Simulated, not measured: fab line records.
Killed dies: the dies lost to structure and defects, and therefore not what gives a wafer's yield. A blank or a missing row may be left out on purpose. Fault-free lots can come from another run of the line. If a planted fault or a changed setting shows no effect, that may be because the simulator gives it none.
Problem report, 8D (eight disciplines) form, completed by code || flow rit_cmos || the parts of the form that need people (team, actions taken, sign-off) are left out

## 1. WHAT WENT WRONG
run_length_s at RIT_M1_METAL_ETCH_12 reads a mean of 202.5 s on 6 wafers of 2 lots; wafers without a fault read 193.9 s with a standard deviation of 1.4. That is +6.1 standard deviations from the usual mean.
The step: etches Al in Cl2/BCl3, stops on SiO2, time 165 s, target depth 600 nm.
The first sign was on wafer L286.1 at day 5 13:25, on rie_metal-01. At this step, 18 wafers from 6 lots have a number in the record. The rule behind "out" and "out of limits": a value lying over 4 standard deviations away from the usual mean. The other wafers with a number count as sound.

## 2. WHAT IT IS, WHAT IT ISN'T
{"question": "which readings at this step", "is": "run_length_s", "is not": "drypump_motor_current_A, oes_product_au, throttle_valve_pct"}
{"question": "which lots", "is": "L286, L289", "is not": "L276, L280, L296, L298"}
{"question": "which wafers of those lots", "is": "all that have a number", "is not": "-"}
{"question": "read on which tools", "is": "rie_metal-01", "is not": "rie_metal-03, rie_metal-04"}
{"question": "when", "is": "from day 5 13:25", "is not": "up to then (6 sound wafers); but 6 sound wafers of L296, L298 came after"}

## 3. THE SUSPECTS, EACH WITH WHAT RULES IT OUT
Counting: a tool stays on the suspect list if, at a process step up to the reading, it processed all lots that are out and no sound lot following the first of them.
- rie_metal-01 at RIT_M1_METAL_ETCH_12 (etches Al in Cl2/BCl3, stops on SiO2, time 165 s, target depth 600 nm): kept. It ran every lot that is out, first L286 (day 5 13:25), and no sound lot after that; its last sound lot up to then is L280 (day 4 10:03). On those wafers its own readings are out: run_length_s.
After counting, what remains is rie_metal-01 at RIT_M1_METAL_ETCH_12.

## 4. THE CAUSE (what the simulator had put in)
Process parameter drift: rie_metal-01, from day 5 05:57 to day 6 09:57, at RIT_M1_METAL_ETCH_12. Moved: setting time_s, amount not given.
After counting, this tool was the only one left.

## 5. THE CHAIN OF EFFECTS, in route order
Each row: a reading whose mean over the struck wafers that have a number lies more than 3 standard deviations from the usual. Only readings for which the record gives a usual standard deviation are gone through. hours: the time from each lot's start at the first step in this table that gives one to its start at this step, as a median over the lots. sigmas: the change in usual standard deviations.
{"hours": 0, "step": "RIT_M1_METAL_ETCH_12", "reading": "run_length_s", "usual": "193.9 s", "on struck wafers": 202.5, "change": "+8.6", "sigmas": "+6.1"}
The process steps in it:
- RIT_M1_METAL_ETCH_12: etches Al in Cl2/BCl3, stops on SiO2, time 165 s, target depth 600 nm.

## 6. HOW IT WOULD HAVE BEEN CAUGHT EARLIER
The fault began at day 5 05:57; the first out-of-limits reading in this record came at day 5 13:25, 7 hours later.
